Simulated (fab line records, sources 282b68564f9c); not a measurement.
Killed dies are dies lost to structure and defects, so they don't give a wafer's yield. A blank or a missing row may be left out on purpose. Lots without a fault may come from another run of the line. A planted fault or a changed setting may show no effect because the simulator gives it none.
One fault seen from 2 desks | flow rit_cmos | each desk has only its own numbers; what lay behind them comes last

THE METROLOGY DESK
What the gauges read, lot by lot, whatever tool the lot ran on: means of the sampled wafers that have a number. A lot is out of limits, marked OUT, if its mean lies more than 4 standard deviations from the usual mean; the brackets give that distance.
Columns: A = NSD_RS at RIT_SDANNEAL_RS_MEAS_05, usual 84.60 ohm/sq; B = SILICIDE_TI_THK at RIT_SILICIDE_THK_MEAS_03, usual 29.8 nm
lot  | first seen here | A     | B
L985 | day 3 01:35     | 84.59 | 29.7
L987 | day 3 12:59     | 84.50 | 29.9
L988 | day 3 17:47     | 84.95 | 29.5
L989 | day 3 22:20     | 84.84 | 30.1
L990 | day 4 02:47     | 84.71 | 29.7
L991 | day 4 07:26     | 84.53 | 30.2
L992 | day 4 14:06     | 84.53 | 30.3
L994 | day 5 03:44     | 84.62 | 30.3
L999 | day 6 01:47     | 84.46 | 29.6
L100 | day 6 05:23     | 83.91 | 30.0
L101 | day 6 11:18     | 84.99 | 29.6
L103 | day 6 19:40     | 84.41 | 29.3
L107 | day 7 15:21     | 85.10 | 29.9
L108 | day 7 21:10     | 84.21 | 29.1
This desk's finding: nothing out of limits on any of the 14 lots.

THE TOOL OWNER'S DESK: plasma_asher-01
The tool's own readings at RIT_PLDD_STRIP_09 (strips in O2, time 180 s): means of the sampled wafers that have a number, for each lot that ran on this tool. A lot is out of limits, marked OUT, if its mean lies more than 4 standard deviations from the usual mean; the brackets give that distance.
Columns: A = drypump_motor_current_A at RIT_PLDD_STRIP_09, usual 5.3 A
lot  | first seen here | A
L987 | day 3 06:43     | 5.3
L989 | day 3 16:00     | 5.4
L992 | day 4 07:34     | 5.5
L994 | day 4 20:22     | 5.4
This desk's finding: nothing out of limits on any of the 4 lots.

PUT TOGETHER
The metrology desk saw nothing out of limits.
The tool owner's desk saw nothing out of limits.

WHAT THE SIMULATOR HAD PUT IN
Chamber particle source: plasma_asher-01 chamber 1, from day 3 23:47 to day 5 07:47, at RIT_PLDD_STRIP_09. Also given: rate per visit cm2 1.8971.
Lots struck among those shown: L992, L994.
